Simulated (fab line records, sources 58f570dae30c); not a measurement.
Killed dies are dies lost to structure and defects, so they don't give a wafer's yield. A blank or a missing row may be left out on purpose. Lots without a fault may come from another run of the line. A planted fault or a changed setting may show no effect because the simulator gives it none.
fab line records | flow berkeley_cmos170
record lots=15 wafers=45 last_day=11
route steps=331 shown PWELL@42
lots that met no fault: from a run of the same line without faults
start_h: hours from the record's first day to the start of the lot's first wafer shown | wait_h: hours since the lot's step before | " the same as in the row above | L1.1+2: a row that stands for several wafers | - no value, or no start given | * or withheld: withheld | < > ~ a bound
route shown NAME@n: a module of which the file shows steps, and the number in the route of the first | usual: mean/standard deviation of fault-free wafers | same: alike in all rows | chamber/n: place in a boat | sites: the reading at each site | _std_site: their standard deviation | _edge_site: outer sites' mean less inner sites' | radius_mm: how far each site lies from the wafer's centre | mask NAME#n: copy n | behind: the tool/chamber that last shaped the wafer | hold: why the lot was held/for how many hours/how that ended | device: the transistor (n, p or np) that didn't switch | end of line: the same wafers' tests at the end of the route | a step without rows: its recipe alone | killed: dies lost to structure and defects at the first sort, not the wafer's yield | map: a wafer's dies, x killed, . not, _ none there
set.NAME: the setting as run; set.NAME@STEP: as run at that earlier step | model.NAME: the simulator's own value behind a step, which no gauge read
steps of the route over a sample of lots; a table a step, a row a wafer
services: from which hour (start_h, from the record's first day; less than 0 if before it) a tool's chamber was out of use, for how many hours, and why
## steps
# step UCB170_PWELL_COAT_08
# recipe resist=KrF spin_rpm=1500 resist_thk_nm=900
# usual resist_line_temp_C=23.03/0.095 spin_speed_rpm=1499.8/1
# columns lot.wafer tool chamber start_h wait_h resist_line_temp_C spin_speed_rpm
L846.3 litho_track-04 0 44.43 0.1 23.08 1497.8
L846.4 " 0 " " 23.12 1498.6
L846.6 " 0 " " 22.97 1499.0
L848.1 litho_track-02 0 57.11 0.1 23.02 1500.4
L848.5 " 0 " " 23.13 1501.0
L848.6 " 0 " " 23.16 1498.6
L849.2 litho_track-04 0 65.65 0.1 23.03 1499.9
L849.5 " 0 " " 22.96 1499.5
L849.6 " 0 " " 23.03 1500.0
L851.1 litho_track-03 0 69.95 0.1 22.97 1499.4
L851.3 " 0 " " 23.07 1499.6
L851.6 " 0 " " 22.90 1497.0
L852.1 litho_track-04 0 75.13 0.1 23.06 1499.4
L852.5 " 0 " " 23.14 1498.9
L852.6 " 0 " " 23.08 1497.9
L853.1 litho_track-03 0 82.60 0.1 22.96 1501.7
L853.2 " 0 " " 23.04 1500.6
L853.4 " 0 " " 22.93 1500.2
L854.1 litho_track-03 0 88.49 0.1 22.95 1499.8
L854.4 " 0 " " 23.01 1499.4
L854.5 " 0 " " 22.94 1500.2
L856.1 litho_track-02 0 93.16 0.1 23.01 1499.6
L856.2 " 0 " " 23.03 1501.1
L856.6 " 0 " " 22.96 1498.5
L859.4 litho_track-03 0 106.40 0.1 22.93 1500.6
L859.5 " 0 " " 23.08 1499.5
L859.6 " 0 " " 23.07 1501.2
L860.2 litho_track-03 0 115.91 0.1 22.91 1500.4
L860.4 " 0 " " 22.79 1500.8
L860.6 " 0 " " 22.98 1498.5
L861.4 litho_track-04 0 124.82 0.1 22.99 1500.2
L861.5 " 0 " " 23.08 1498.4
L861.6 " 0 " " 23.08 1499.5
L864.1 litho_track-04 0 131.65 0.1 23.02 1499.8
L864.3 " 0 " " 23.07 1500.9
L864.6 " 0 " " 23.06 1500.2
L865.1 litho_track-04 0 140.45 0.1 23.08 1500.0
L865.2 " 0 " " 22.93 1500.5
L865.3 " 0 " " 23.01 1500.4
L867.3 litho_track-02 0 153.46 0.1 22.84 1499.8
L867.4 " 0 " " 23.04 1500.5
L867.5 " 0 " " 22.94 1499.6
L868.3 litho_track-04 0 153.84 0.1 22.94 1500.7
L868.4 " 0 " " 22.91 1501.2
L868.5 " 0 " " 22.92 1499.2
# step UCB170_PWELL_STRIP_16
# recipe chemistry=O2 power_w=400 pressure_mtorr=3500 platen_temp_c=withheld o2_flow_sccm=400 overash_fraction=0.5
# usual drypump_motor_current_A=5.9/0.41 oes_product_au=0.721/0.0043 strip_time_to_endpoint_s=18.08/0.094
# columns lot.wafer tool chamber start_h wait_h drypump_motor_current_A oes_product_au rf_hours_counter_h strip_time_to_endpoint_s
L846.3 plasma_asher-02 1 46.17 0.1 5.8 0.716 - 17.93
L846.4 " 0 " " 5.6 0.727 - 18.14
L846.6 " 0 " " 5.7 0.731 - 18.09
L848.1 plasma_asher-04 0 58.09 0.1 6.6 0.719 38 17.96
L848.5 " 1 " " 5.9 0.723 - 18.06
L848.6 " 0 " " 6.6 0.722 - 17.95
L849.2 plasma_asher-04 0 66.79 0.1 6.6 0.724 39 18.22
L849.5 " 1 " " 5.9 0.721 - 18.28
L849.6 " 0 " " 6.6 0.727 - 18.09
L851.1 plasma_asher-04 0 71.31 0.1 6.6 0.719 39 18.11
L851.3 " 0 " " 6.6 0.723 - 18.23
L851.6 " 0 " " 6.6 0.721 - 18.12
L852.1 plasma_asher-02 1 76.23 0.1 5.8 0.722 39 18.16
L852.5 " 1 " " 5.8 0.718 - 18.11
L852.6 " 0 " " 5.6 0.726 - 18.08
L853.1 plasma_asher-02 0 83.91 0.1 5.6 0.712 40 18.08
L853.2 " 1 " " 5.8 0.728 40 17.99
L853.4 " 1 " " 5.8 0.718 - 17.97
L854.1 plasma_asher-01 1 89.59 0.1 6.5 0.718 25 20.15
L854.4 " 1 " " 6.5 0.719 - 20.31
L854.5 " 1 " " 6.5 0.731 - 20.23
L856.1 plasma_asher-01 1 94.34 0.1 6.5 0.716 26 18.17
L856.2 " 0 " " 5.3 0.714 26 18.24
L856.6 " 0 " " 5.3 0.718 - 18.07
L859.4 plasma_asher-02 0 107.47 0.1 5.6 0.728 - 20.26
L859.5 " 0 " " 5.6 0.730 - 20.37
L859.6 " 1 " " 5.8 0.723 - 20.31
L860.2 plasma_asher-01 0 116.86 0.1 5.3 0.715 29 20.29
L860.4 " 1 " " 6.5 0.717 - 20.34
L860.6 " 0 " " 5.3 0.722 - 20.43
L861.4 plasma_asher-02 1 125.76 0.1 5.7 0.717 - 17.89
L861.5 " 0 " " 5.6 0.729 - 17.93
L861.6 " 1 " " 5.7 0.728 - 17.81
L864.1 plasma_asher-02 1 133.55 0.1 5.8 0.721 45 18.15
L864.3 " 0 " " 5.7 0.723 - 18.09
L864.6 " 1 " " 5.8 0.726 - 18.11
L865.1 plasma_asher-02 1 143.67 2.0 5.8 0.721 46 18.14
L865.2 " 0 " " 5.6 0.721 46 18.01
L865.3 " 1 " " 5.8 0.721 - 18.15
L867.3 plasma_asher-02 1 155.03 0.1 5.8 0.719 - 18.05
L867.4 " 0 " " 5.6 0.716 - 18.01
L867.5 " 0 " " 5.7 0.713 - 18.08
L868.3 plasma_asher-04 0 155.31 0.1 6.6 0.719 - 18.10
L868.4 " 1 " " 5.9 0.713 - 18.23
L868.5 " 0 " " 6.6 0.721 - 18.07
## services
# columns tool chamber start_h hours kind
plasma_asher-04 - 24.00 0.4 repair
plasma_asher-02 - 59.99 3.1 repair
plasma_asher-04 - 108.75 9.0 pm
plasma_asher-04 0 108.75 9.0 vent_cycle
plasma_asher-04 1 108.75 9.0 vent_cycle
plasma_asher-04 0 117.75 - clean
plasma_asher-04 1 117.75 - clean
plasma_asher-01 - 136.96 20.3 repair
plasma_asher-04 - 140.63 4.3 repair
## key
first_sign step=UCB170_PWELL_STRIP_16 reading=strip_time_to_endpoint_s direction=up sigmas=24 usual=* struck=*
effect none on later readings
met_at UCB170_PWELL_COAT_08
struck_lots L854,L859,L860
tester_left_out L854,L859,L860
onset_between 82.60 88.49
fault kind=process_parameter_drift tool=litho_track-03 chamber=- onset_h=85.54 steps=UCB170_PWELL_COAT_08 channel=resist_thk_nm offset=* shape=step end_h=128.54 acts_in=* stated=*
# tester_left_out: of these lots the tester's yield and bins aren't shown, on N5 and GAA mostly nor the transistor test; their killed dies are dies lost to structure and defects alone, not to doping, threshold or leakage, so they don't give the yield
